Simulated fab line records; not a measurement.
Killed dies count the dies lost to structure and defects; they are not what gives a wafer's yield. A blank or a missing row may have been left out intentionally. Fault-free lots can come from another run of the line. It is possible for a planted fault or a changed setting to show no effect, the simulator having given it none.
fab line records	flow rit_cmos
[record] lots = 15	wafers = 45	last_day = 7
route steps=202 shown SILICIDE@167 CONTACT@171 M1@198
lots that met no fault: from a run of the same line without faults
start_h: start of the lot's first displayed wafer, in hours after the record's first day	wait_h: hours from the lot's prior step to this one	" same as the row above	L1.1+2: a row that stands for several wafers	- value missing, or start not given	* or withheld: withheld	< > ~ a bound
route shown NAME@n: NAME is a module with steps in the file, n the number in the route of the first one	usual: mean and standard deviation over wafers with no fault	same: alike in all rows	chamber/n: place in a boat	sites: each site's reading	_std_site: how widely they spread, as a standard deviation	_edge_site: outer sites' mean less inner sites'	radius_mm: how far each site lies from the wafer's centre	mask NAME#n: copy n	behind: the last tool/chamber to shape the wafer	hold: the reason the lot was held/the length of the hold in hours/how it ended	device: which transistor (n, p or np) failed to switch	end of line: the tests these same wafers got at the end of their route	where a step has no rows: the recipe by itself	killed: dies that structure and defects cost at the first sort, which is not the same as the wafer's yield	map: per-die view of a wafer (x killed, . not killed, _ where there is no die)
set.NAME: the setting that was run; set.NAME@STEP: the one run at that earlier step	model.NAME: the simulator's own value behind a step, which no gauge read
one table for each step of the route and one row for each wafer, over a sample of lots
services: the hour from which a tool's chamber was out of use, counted from the record's first day as start_h (under 0 if before that day), plus the number of hours and why
[[steps]]
[step RIT_SILICIDE_RTA_06]
[recipe] temp_c = 750	time_s = 10	idle_temp_c = 25	ramp_up_s = 5	ramp_down_s = 10	cool_to_c = 25	ambient = N2
[usual] wafer_temp_C_max = 754.2/0.79
[same] time_s = 10
lot.wafer	tool	chamber	start_h	wait_h	wafer_temp_C_max
L263.3	rtp_anneal-02	0	70.13	0.0	753.7
L263.4	"	0	"	"	756.1
L263.5	"	0	"	"	753.9
L264.1	rtp_anneal-01	0	79.22	0.0	753.9
L264.2	"	0	"	"	753.7
L264.5	"	0	"	"	753.8
L265.2	rtp_anneal-02	0	84.14	0.0	754.7
L265.4	"	0	"	"	754.8
L265.6	"	0	"	"	754.8
L269.2	rtp_anneal-02	0	102.87	0.0	755.6
L269.3	"	0	"	"	755.5
L269.6	"	0	"	"	754.4
L270.2	rtp_anneal-01	0	108.59	0.0	754.2
L270.4	"	0	"	"	755.3
L270.5	"	0	"	"	753.2
L271.3	rtp_anneal-02	0	112.70	0.0	755.0
L271.4	"	0	"	"	755.2
L271.5	"	0	"	"	754.7
L272.1	rtp_anneal-01	0	115.91	0.0	755.9
L272.2	"	0	"	"	753.8
L272.3	"	0	"	"	753.8
L275.1	rtp_anneal-02	0	126.24	0.0	754.3
L275.4	"	0	"	"	753.3
L275.6	"	0	"	"	753.0
L274.2	rtp_anneal-02	0	126.48	0.0	754.1
L274.3	"	0	"	"	753.6
L274.4	"	0	"	"	754.8
L276.4	rtp_anneal-01	0	134.31	0.0	754.5
L276.5	"	0	"	"	754.6
L276.6	"	0	"	"	755.0
L278.1	rtp_anneal-01	0	143.34	0.0	755.8
L278.2	"	0	"	"	753.0
L278.6	"	0	"	"	754.2
L279.1	rtp_anneal-02	0	145.00	0.0	754.8
L279.2	"	0	"	"	754.2
L279.6	"	0	"	"	755.4
L280.1	rtp_anneal-01	0	149.29	0.0	753.0
L280.2	"	0	"	"	754.5
L280.3	"	0	"	"	754.5
L281.1	rtp_anneal-02	0	156.94	0.0	753.7
L281.3	"	0	"	"	754.7
L281.6	"	0	"	"	753.5
L282.3	rtp_anneal-01	0	165.00	0.0	753.9
L282.5	"	0	"	"	755.5
L282.6	"	0	"	"	753.4
[step RIT_CONTACT_COAT_03]
[recipe] resist = NOVOLAK	spin_rpm = 3250	resist_thk_nm = 1000
[usual] chill_plate_temp_C = 23.00/0.11	dispense_pressure_kPa = 53/3
lot.wafer	tool	chamber	start_h	wait_h	chill_plate_temp_C	dispense_pressure_kPa
L263.3	litho_track-03	0	70.48	0.1	23.05	50
L263.4	"	0	"	"	23.01	50
L263.5	"	0	"	"	23.02	50
L264.1	litho_track-03	0	79.62	0.1	22.92	50
L264.2	"	0	"	"	23.07	50
L264.5	"	0	"	"	23.04	50
L265.2	litho_track-01	0	84.48	0.1	23.11	57
L265.4	"	0	"	"	23.13	57
L265.6	"	0	"	"	23.17	57
L269.2	litho_track-04	0	103.21	0.1	23.10	55
L269.3	"	0	"	"	23.18	55
L269.6	"	0	"	"	23.01	55
L270.2	litho_track-03	0	108.93	0.1	22.91	50
L270.4	"	0	"	"	22.95	50
L270.5	"	0	"	"	22.96	50
L271.3	litho_track-03	0	113.08	0.1	22.92	50
L271.4	"	0	"	"	23.13	50
L271.5	"	0	"	"	22.89	50
L272.1	litho_track-01	0	116.23	0.1	22.97	57
L272.2	"	0	"	"	23.07	57
L272.3	"	0	"	"	23.00	57
L275.1	litho_track-03	0	126.56	0.1	23.07	50
L275.4	"	0	"	"	22.99	50
L275.6	"	0	"	"	22.95	50
L274.2	litho_track-01	0	126.82	0.1	23.01	57
L274.3	"	0	"	"	23.05	57
L274.4	"	0	"	"	22.89	57
L276.4	litho_track-03	0	134.83	0.1	22.89	50
L276.5	"	0	"	"	22.87	50
L276.6	"	0	"	"	22.92	50
L278.1	litho_track-04	0	143.67	0.1	22.89	55
L278.2	"	0	"	"	22.97	55
L278.6	"	0	"	"	22.96	55
L279.1	litho_track-01	-	145.33	0.1	-	-
L279.2	"	-	"	"	-	-
L279.6	"	-	"	"	-	-
L280.1	litho_track-03	-	149.62	0.1	-	-
L280.2	"	-	"	"	-	-
L280.3	"	-	"	"	-	-
L281.1	litho_track-01	-	157.27	0.1	-	-
L281.3	"	-	"	"	-	-
L281.6	"	-	"	"	-	-
L282.3	litho_track-03	0	165.35	0.1	23.01	50
L282.5	"	0	"	"	22.78	50
L282.6	"	0	"	"	22.91	50
[step RIT_CONTACT_CD_MEAS_08]
[recipe] target_cd_nm = 1000
[usual] cd_nm = 1000.6/2.4
lot.wafer	tool	chamber	start_h	wait_h	cd_nm
L263.3	cd_sem-02	-	71.42	-	1000.9
L263.4	"	-	"	"	1000.6
L263.5	"	-	"	"	1002.1
L264.1	cd_sem-02	-	80.47	-	1004.5
L264.2	"	-	"	"	1003.5
L264.5	"	-	"	"	1005.2
L265.2	cd_sem-02	-	85.29	-	999.1
L265.4	"	-	"	"	999.0
L265.6	"	-	"	"	1000.1
L269.2	cd_sem-01	-	104.15	-	998.7
L269.3	"	-	"	"	997.6
L269.6	"	-	"	"	1001.2
L270.2	cd_sem-01	-	109.74	-	995.5
L270.4	"	-	"	"	998.1
L270.5	"	-	"	"	996.4
L271.3	cd_sem-01	-	114.01	-	1000.9
L271.4	"	-	"	"	1002.9
L271.5	"	-	"	"	1001.8
L272.1	cd_sem-02	-	117.38	-	996.8
L272.2	"	-	"	"	995.2
L272.3	"	-	"	"	995.9
L275.1	cd_sem-02	-	127.39	-	1003.7
L275.4	"	-	"	"	1005.3
L275.6	"	-	"	"	1004.5
L274.2	cd_sem-01	-	127.65	-	1000.3
L274.3	"	-	"	"	999.6
L274.4	"	-	"	"	1001.5
L276.4	cd_sem-02	-	135.63	-	1001.9
L276.5	"	-	"	"	1001.2
L276.6	"	-	"	"	1000.9
L278.1	cd_sem-01	-	144.61	-	1000.1
L278.2	"	-	"	"	999.8
L278.6	"	-	"	"	1000.5
L279.1	cd_sem-02	-	146.27	-	-
L279.2	"	-	"	"	-
L279.6	"	-	"	"	-
L280.1	cd_sem-01	-	150.56	-	-
L280.2	"	-	"	"	-
L280.3	"	-	"	"	-
L281.1	cd_sem-01	-	158.08	-	-
L281.3	"	-	"	"	-
L281.6	"	-	"	"	-
L282.3	cd_sem-01	-	166.16	-	999.9
L282.5	"	-	"	"	1001.1
L282.6	"	-	"	"	1001.7
[step RIT_CONTACT_STRIP_12]
[recipe] chemistry = O2	time_s = 180	resist = NOVOLAK	platen_temp_c = withheld	power_w = 500	pressure_mtorr = 4000	o2_flow_sccm = 4000
[usual] drypump_motor_current_A = 6.0/0.32
[same] time_s = 180
lot.wafer	tool	chamber	start_h	wait_h	drypump_motor_current_A	rf_hours_counter_h
L263.3	plasma_asher-02	1	71.93	0.2	6.0	-
L263.4	"	0	"	"	5.7	-
L263.5	"	0	"	"	5.8	-
L264.1	plasma_asher-03	0	80.98	0.1	5.8	44
L264.2	"	1	"	"	5.8	44
L264.5	"	0	"	"	5.8	-
L265.2	plasma_asher-04	1	85.77	0.1	6.3	25
L265.4	"	0	"	"	6.6	-
L265.6	"	0	"	"	6.6	-
L269.2	plasma_asher-03	0	104.63	0.1	5.8	46
L269.3	"	0	"	"	5.8	-
L269.6	"	0	"	"	5.8	-
L270.2	plasma_asher-04	0	110.41	0.1	6.6	28
L270.4	"	0	"	"	6.6	-
L270.5	"	1	"	"	6.3	-
L271.3	plasma_asher-02	1	114.53	0.2	5.9	-
L271.4	"	0	"	"	5.7	-
L271.5	"	1	"	"	5.9	-
L272.1	plasma_asher-02	1	117.93	0.1	5.9	50
L272.2	"	0	"	"	5.8	50
L272.3	"	1	"	"	5.9	-
L275.1	plasma_asher-04	0	127.90	0.1	6.7	31
L275.4	"	0	"	"	6.7	-
L275.6	"	0	"	"	6.7	-
L274.2	plasma_asher-03	1	128.13	0.1	5.8	48
L274.3	"	0	"	"	5.8	-
L274.4	"	1	"	"	5.8	-
L276.4	plasma_asher-03	1	136.13	0.2	5.8	-
L276.5	"	1	"	"	5.8	-
L276.6	"	0	"	"	5.9	-
L278.1	plasma_asher-03	1	145.11	0.1	5.7	50
L278.2	"	0	"	"	5.9	50
L278.6	"	1	"	"	5.8	-
L279.1	plasma_asher-04	1	146.77	0.1	6.3	33
L279.2	"	0	"	"	6.7	33
L279.6	"	0	"	"	6.7	-
L280.1	plasma_asher-03	1	151.06	0.1	5.8	51
L280.2	"	0	"	"	5.8	51
L280.3	"	0	"	"	5.8	-
L281.1	plasma_asher-02	1	158.58	0.1	5.9	55
L281.3	"	1	"	"	5.9	-
L281.6	"	0	"	"	5.8	-
L282.3	plasma_asher-03	1	166.68	0.2	5.8	-
L282.5	"	0	"	"	5.8	-
L282.6	"	1	"	"	5.8	-
[step RIT_M1_STRIP_14]
[recipe] chemistry = O2	time_s = 180	platen_temp_c = withheld	power_w = 500	pressure_mtorr = 4000	o2_flow_sccm = 4000
[usual] drypump_motor_current_A = 6.1/0.36
[same] time_s = 180
lot.wafer	tool	chamber	start_h	wait_h	drypump_motor_current_A	rf_hours_counter_h
L263.3	plasma_asher-04	1	74.82	0.1	6.3	-
L263.4	"	0	"	"	6.7	-
L263.5	"	0	"	"	6.7	-
L264.1	plasma_asher-01	1	83.98	0.0	6.5	44
L264.2	"	0	"	"	5.7	44
L264.5	"	0	"	"	5.7	-
L265.2	plasma_asher-04	1	88.70	0.0	6.3	26
L265.4	"	1	"	"	6.3	-
L265.6	"	1	"	"	6.3	-
L269.2	plasma_asher-04	1	107.38	0.0	6.3	28
L269.3	"	1	"	"	6.3	-
L269.6	"	0	"	"	6.6	-
L270.2	plasma_asher-04	1	113.38	0.1	6.3	29
L270.4	"	1	"	"	6.3	-
L270.5	"	1	"	"	6.3	-
L271.3	plasma_asher-04	1	117.43	0.1	6.3	-
L271.4	"	0	"	"	6.7	-
L271.5	"	1	"	"	6.3	-
L272.1	plasma_asher-03	0	120.69	0.0	5.8	47
L272.2	"	1	"	"	5.8	47
L272.3	"	1	"	"	5.8	-
L275.1	plasma_asher-03	0	130.67	0.0	5.8	48
L275.4	"	1	"	"	5.8	-
L275.6	"	0	"	"	5.8	-
L274.2	plasma_asher-04	0	130.96	0.0	6.7	31
L274.3	"	0	"	"	6.6	-
L274.4	"	1	"	"	6.3	-
L276.4	plasma_asher-03	1	139.29	0.1	5.8	-
L276.5	"	1	"	"	5.8	-
L276.6	"	0	"	"	5.9	-
L278.1	plasma_asher-03	1	148.01	0.0	5.7	50
L278.2	"	0	"	"	5.8	50
L278.6	"	1	"	"	5.8	-
L282.3	plasma_asher-04	1	169.58	0.1	6.3	-
L282.5	"	0	"	"	6.6	-
L282.6	"	1	"	"	6.4	-
[step RIT_M1_PROBE_99]
[usual] killed_at_M0_to_M3 = 0.0/0.12	killed_at_contacts = 0.0/0.16	killed_at_front_end = 7.5/2.8	killed_dies = 7.6/2.9	killed_on_rim = 2.1/1.4	killed_open = 3.7/2	killed_short = 3.8/2
[same] gross_dies = 264	killed_at_M4_up = 0	killed_at_back_side = 0	killed_at_other = 0
lot.wafer	tool	chamber	start_h	wait_h	killed_at_M0_to_M3	killed_at_contacts	killed_at_front_end	killed_dies	killed_on_rim	killed_open	killed_short
L263.3	prober-01	-	78.00	0.2	0	0	10	10	4	4	6
L263.4	prober-01	-	78.05	0.2	0	0	8	8	1	4	4
L263.5	prober-01	-	78.10	0.2	0	0	7	7	1	4	3
L264.1	prober-02	-	85.90	0.1	0	0	11	11	4	8	2
L264.2	prober-02	-	85.95	0.1	1	0	10	11	1	4	5
L264.5	prober-02	-	86.10	0.2	0	0	6	6	1	2	3
L265.2	prober-01	-	90.67	0.1	0	0	10	10	4	4	6
L265.4	prober-01	-	90.77	0.2	0	0	6	6	1	2	4
L265.6	prober-01	-	90.87	0.2	0	0	6	6	1	4	2
L269.2	prober-01	-	109.34	0.1	0	0	6	6	2	3	3
L269.3	prober-01	-	109.39	0.2	0	0	8	8	2	3	5
L269.6	prober-01	-	109.54	0.2	0	0	3	3	1	2	1
L270.2	prober-02	-	115.35	0.1	0	0	9	9	3	3	6
L270.4	prober-02	-	115.45	0.2	0	0	10	10	2	2	8
L270.5	prober-02	-	115.50	0.2	0	0	9	9	4	6	3
L271.3	prober-01	-	119.39	0.2	0	0	9	9	1	5	4
L271.4	prober-01	-	119.44	0.2	0	0	4	4	1	3	1
L271.5	prober-01	-	119.49	0.2	0	0	5	5	3	4	1
L272.1	prober-01	-	122.60	0.1	0	0	8	8	0	7	1
L272.2	prober-01	-	122.65	0.1	0	0	3	3	0	3	0
L272.3	prober-01	-	122.70	0.2	0	0	10	10	5	5	5
L275.1	prober-01	-	132.58	0.1	0	0	9	9	2	5	4
L275.4	prober-01	-	132.73	0.2	0	0	8	8	3	4	4
L275.6	prober-01	-	132.83	0.2	0	0	11	11	4	8	3
L274.2	prober-02	-	134.13	0.1	0	0	10	10	1	4	6
L274.3	prober-02	-	134.18	0.2	0	0	11	11	2	4	7
L274.4	prober-02	-	134.23	0.2	0	0	8	8	1	5	3
L276.4	prober-01	-	141.29	0.2	0	0	4	4	2	2	2
L276.5	prober-01	-	141.34	0.2	0	1	4	5	2	2	3
L276.6	prober-01	-	141.39	0.2	0	0	6	6	1	5	1
L278.1	prober-01	-	149.93	0.1	0	0	7	7	4	4	3
L278.2	prober-01	-	149.98	0.1	0	0	7	7	1	3	4
L278.6	prober-01	-	150.18	0.2	0	0	11	11	4	6	5
L279.1	prober-02	-	151.46	0.1	0	257	7	264	70	3	3
L279.2	prober-02	-	151.51	0.1	0	253	11	264	70	4	7
L279.6	prober-02	-	151.71	0.2	0	259	5	264	70	3	2
L280.1	prober-01	-	155.84	0.1	0	253	11	264	70	6	5
L280.2	prober-01	-	155.89	0.1	0	256	8	264	70	3	5
L280.3	prober-01	-	155.94	0.2	0	258	6	264	70	3	2
L281.1	prober-02	-	163.24	0.1	0	256	8	264	70	3	5
L281.3	prober-02	-	163.34	0.2	0	260	4	264	70	2	2
L281.6	prober-02	-	163.49	0.2	0	252	12	264	70	4	8
L282.3	prober-01	-	171.54	0.2	0	0	10	10	3	3	6
L282.5	prober-01	-	171.64	0.2	0	0	2	2	0	0	1
L282.6	prober-01	-	171.69	0.2	0	1	13	14	2	8	6
// killed by level:class
L263.3 GATE:geometric_particle:short=3 GATE:geometric_particle:open=2 FOX2:geometric_particle:open=1 FOX2:geometric_particle:short=1 REOX:geometric_particle:short=1 SPACER:geometric_particle:short=1 SILICIDE:geometric_particle:open=1
L263.4 FOX2:geometric_particle:short=2 REOX:geometric_particle:short=2 SPACER:geometric_particle:open=2 GATE:geometric_particle:open=1 REOX:geometric_particle:open=1
L263.5 GATE:geometric_particle:open=2 SPACER:geometric_particle:short=2 FOX2:geometric_particle:open=1 GATE:geometric_particle:short=1 SPACER:geometric_particle:open=1
L264.1 GATE:geometric_particle:open=5 FOX1:geometric_particle:open=3 GATE:geometric_particle:short=2 NSD:coat_microbubble_printed=1
L264.2 GATE:geometric_particle:short=3 NSD:coat_microbubble_printed=2 FOX1:geometric_particle:short=1 FOX1:geometric_particle:open=1 GATE:geometric_particle:open=1 SPACER:geometric_particle:short=1 SILICIDE:geometric_particle:open=1 M1:geometric_particle:open=1
L264.5 FOX2:geometric_particle:open=1 GATE:geometric_particle:short=1 REOX:geometric_particle:short=1 SILICIDE:geometric_particle:open=1 SILICIDE:geometric_particle:short=1 NSD:coat_microbubble_printed=1
L265.2 GATE:geometric_particle:short=3 GATE:geometric_particle:open=2 REOX:geometric_particle:open=2 ACTIVE:geometric_particle:short=1 FOX1:geometric_particle:short=1 SILICIDE:geometric_particle:short=1
L265.4 GATE:geometric_particle:open=2 REOX:geometric_particle:short=2 SPACER:geometric_particle:short=2
L265.6 GATE:geometric_particle:open=2 FOX2:geometric_particle:short=1 GATE:geometric_particle:short=1 REOX:geometric_particle:open=1 SILICIDE:geometric_particle:open=1
L269.2 FOX1:geometric_particle:open=1 FOX2:geometric_particle:open=1 FOX2:geometric_particle:short=1 GATE:geometric_particle:open=1 GATE:geometric_particle:short=1 REOX:geometric_particle:short=1
L269.3 FOX1:geometric_particle:short=2 GATE:geometric_particle:short=2 GATE:geometric_particle:open=2 REOX:geometric_particle:short=1 SPACER:geometric_particle:open=1
L269.6 FOX1:geometric_particle:open=1 FOX2:geometric_particle:short=1 GATE:geometric_particle:open=1
L270.2 GATE:geometric_particle:short=2 SPACER:geometric_particle:short=2 SILICIDE:geometric_particle:open=2 FOX1:geometric_particle:short=1 GATE:geometric_particle:open=1 SILICIDE:geometric_particle:short=1
L270.4 GATE:geometric_particle:short=2 REOX:geometric_particle:short=2 SPACER:geometric_particle:short=2 FOX2:geometric_particle:short=1 GATE:geometric_particle:open=1 SILICIDE:geometric_particle:short=1 SILICIDE:geometric_particle:open=1
L270.5 FOX1:geometric_particle:open=2 GATE:geometric_particle:short=2 SPACER:geometric_particle:open=2 GATE:geometric_particle:open=1 REOX:geometric_particle:open=1 SPACER:geometric_particle:short=1
L271.3 GATE:geometric_particle:short=2 REOX:geometric_particle:short=2 REOX:geometric_particle:open=2 SPACER:geometric_particle:open=2 FOX2:geometric_particle:open=1
L271.4 GATE:geometric_particle:open=1 SPACER:geometric_particle:open=1 SILICIDE:geometric_particle:open=1 SILICIDE:geometric_particle:short=1
L271.5 GATE:geometric_particle:open=2 FOX1:geometric_particle:open=1 GATE:geometric_particle:short=1 SILICIDE:geometric_particle:open=1
L272.1 GATE:geometric_particle:open=6 FOX2:geometric_particle:open=1 GATE:geometric_particle:short=1
L272.2 GATE:geometric_particle:open=1 REOX:geometric_particle:open=1 SILICIDE:geometric_particle:open=1
L272.3 GATE:geometric_particle:short=2 FOX1:geometric_particle:short=1 FOX2:geometric_particle:open=1 GATE:geometric_particle:open=1 REOX:geometric_particle:open=1 SPACER:geometric_particle:open=1 SPACER:geometric_particle:short=1 SILICIDE:geometric_particle:short=1
L275.1 GATE:geometric_particle:short=2 FOX1:geometric_particle:open=1 FOX2:geometric_particle:open=1 FOX2:geometric_particle:short=1 GATE:geometric_particle:open=1 REOX:geometric_particle:open=1 SPACER:geometric_particle:short=1 SILICIDE:geometric_particle:open=1
L275.4 GATE:geometric_particle:open=2 REOX:geometric_particle:open=2 FOX1:geometric_particle:short=1 GATE:geometric_particle:short=1 REOX:geometric_particle:short=1 SPACER:geometric_particle:short=1
L275.6 REOX:geometric_particle:open=4 SPACER:geometric_particle:open=3 REOX:geometric_particle:short=2 FOX1:geometric_particle:open=1 GATE:geometric_particle:short=1
L274.2 FOX2:geometric_particle:short=3 FOX2:geometric_particle:open=3 GATE:geometric_particle:short=2 FOX1:geometric_particle:short=1 REOX:geometric_particle:open=1
L274.3 GATE:geometric_particle:short=3 FOX2:geometric_particle:short=2 FOX2:geometric_particle:open=2 FOX1:geometric_particle:open=1 GATE:geometric_particle:open=1 SPACER:geometric_particle:short=1 SILICIDE:geometric_particle:short=1
L274.4 GATE:geometric_particle:short=3 GATE:geometric_particle:open=2 FOX1:geometric_particle:open=1 FOX2:geometric_particle:open=1 REOX:geometric_particle:open=1
L276.4 GATE:geometric_particle:open=1 GATE:geometric_particle:short=1 SPACER:geometric_particle:open=1 SPACER:geometric_particle:short=1
L276.5 REOX:geometric_particle:short=2 GATE:geometric_particle:short=1 GATE:geometric_particle:open=1 CONTACT:geometric_particle:open=1
L276.6 GATE:geometric_particle:open=3 FOX1:geometric_particle:open=1 FOX2:geometric_particle:open=1 GATE:geometric_particle:short=1
L278.1 REOX:geometric_particle:open=3 GATE:geometric_particle:short=2 FOX1:geometric_particle:short=1 GATE:geometric_particle:open=1
L278.2 GATE:geometric_particle:open=1 GATE:geometric_particle:short=1 REOX:geometric_particle:short=1 REOX:geometric_particle:open=1 SPACER:geometric_particle:short=1 SILICIDE:geometric_particle:short=1 SILICIDE:geometric_particle:open=1
L278.6 GATE:geometric_particle:open=4 GATE:geometric_particle:short=2 SILICIDE:geometric_particle:short=2 REOX:geometric_particle:open=1 SPACER:geometric_particle:short=1 SILICIDE:geometric_particle:open=1
L279.1 CONTACT:area_expose=257 SPACER:geometric_particle:short=1 FOX2:geometric_particle:open=1 GATE:geometric_particle:short=1 GATE:geometric_particle:open=1 REOX:geometric_particle:open=1 REOX:geometric_particle:short=1 PSD:coat_microbubble_printed=1
L279.2 CONTACT:area_expose=253 REOX:geometric_particle:short=3 GATE:geometric_particle:short=2 REOX:geometric_particle:open=2 FOX1:geometric_particle:short=1 GATE:geometric_particle:open=1 SILICIDE:geometric_particle:open=1 SILICIDE:geometric_particle:short=1
L279.6 CONTACT:area_expose=259 REOX:geometric_particle:short=2 GATE:geometric_particle:open=1 REOX:geometric_particle:open=1 SILICIDE:geometric_particle:open=1
L280.1 CONTACT:area_expose=253 GATE:geometric_particle:short=3 FOX1:geometric_particle:open=2 GATE:geometric_particle:open=2 REOX:geometric_particle:open=1 REOX:geometric_particle:short=1 SPACER:geometric_particle:open=1 SPACER:geometric_particle:short=1
L280.2 CONTACT:area_expose=256 GATE:geometric_particle:short=3 GATE:geometric_particle:open=2 REOX:geometric_particle:short=1 SPACER:geometric_particle:open=1 SILICIDE:geometric_particle:short=1
L280.3 CONTACT:area_expose=258 GATE:geometric_particle:open=1 GATE:geometric_particle:short=1 REOX:geometric_particle:open=1 SPACER:geometric_particle:open=1 SILICIDE:geometric_particle:short=1 NSD:coat_microbubble_printed=1
L281.1 CONTACT:area_expose=256 SPACER:geometric_particle:short=3 GATE:geometric_particle:short=2 FOX1:geometric_particle:open=1 GATE:geometric_particle:open=1 SILICIDE:geometric_particle:open=1
L281.3 CONTACT:area_expose=260 FOX1:geometric_particle:open=1 FOX2:geometric_particle:open=1 GATE:geometric_particle:short=1 SPACER:geometric_particle:short=1
L281.6 CONTACT:area_expose=252 GATE:geometric_particle:short=4 REOX:geometric_particle:open=2 SILICIDE:geometric_particle:short=2 FOX2:geometric_particle:open=1 GATE:geometric_particle:open=1 REOX:geometric_particle:short=1 SPACER:geometric_particle:short=1
L282.3 GATE:geometric_particle:short=4 ACTIVE:geometric_particle:open=1 FOX1:geometric_particle:short=1 GATE:geometric_particle:open=1 REOX:geometric_particle:short=1 SPACER:geometric_particle:open=1 NRETRO:coat_microbubble_printed=1
L282.5 GATE:geometric_particle:short=1 NRETRO:coat_microbubble_printed=1
L282.6 GATE:geometric_particle:open=4 FOX2:geometric_particle:short=3 GATE:geometric_particle:short=2 SPACER:geometric_particle:open=2 FOX1:geometric_particle:open=1 SPACER:geometric_particle:short=1 CONTACT:geometric_particle:open=1
[[services]]
tool	chamber	start_h	hours	kind
plasma_asher-02	-	72.58	11.4	pm
plasma_asher-01	-	108.75	9.0	pm
plasma_asher-01	0	108.75	9.0	vent_cycle
plasma_asher-01	1	108.75	9.0	vent_cycle
plasma_asher-03	-	110.39	7.6	repair
plasma_asher-01	0	117.75	-	clean
plasma_asher-01	1	117.75	-	clean
rtp_anneal-02	-	147.55	5.6	pm
plasma_asher-04	-	158.88	1.4	repair
plasma_asher-03	-	162.43	1.9	repair
[[key]]
[first_sign] step = RIT_CONTACT_COAT_03	reading = tool_record	direction = missing
[effect] step = RIT_CONTACT_CD_MEAS_08	reading = cd_nm	direction = missing
[effect] step = RIT_M1_PROBE_99	reading = killed_at_contacts	direction = up	sigmas = 99+	usual = 0.0	struck = 256
[more_kills_born_at] RIT_CONTACT_EXPOSE_05@iline_stepper-02 = 1535	RIT_CONTACT_EXPOSE_05@iline_stepper-01 = 769
met_at RIT_CONTACT_COAT_03
struck_lots L279,L280,L281
later_rows_left_out L279.1,L279.2,L279.6,L280.1,L280.2,L280.3,L281.1,L281.3,L281.6
tester_left_out L279,L280,L281
not_acting_at RIT_SILICIDE_RTA_06,RIT_CONTACT_STRIP_12,RIT_M1_STRIP_14
onset_between 134.83 145.33
[fault] kind = skipped_step_whole	tool = litho_track-01,litho_track-03	chamber = -	onset_h = 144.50	steps = RIT_CONTACT_COAT_03	scope = struck_lots_only
// tester_left_out: of these lots the tester's yield and bins aren't shown, on N5 and GAA mostly nor the transistor test; their killed dies are dies lost to structure and defects alone, not to doping, threshold or leakage, so they don't give the yield
// later_rows_left_out: the simulator's readings of these wafers behind a module that went badly wrong aren't trusted and aren't shown, but for the sort
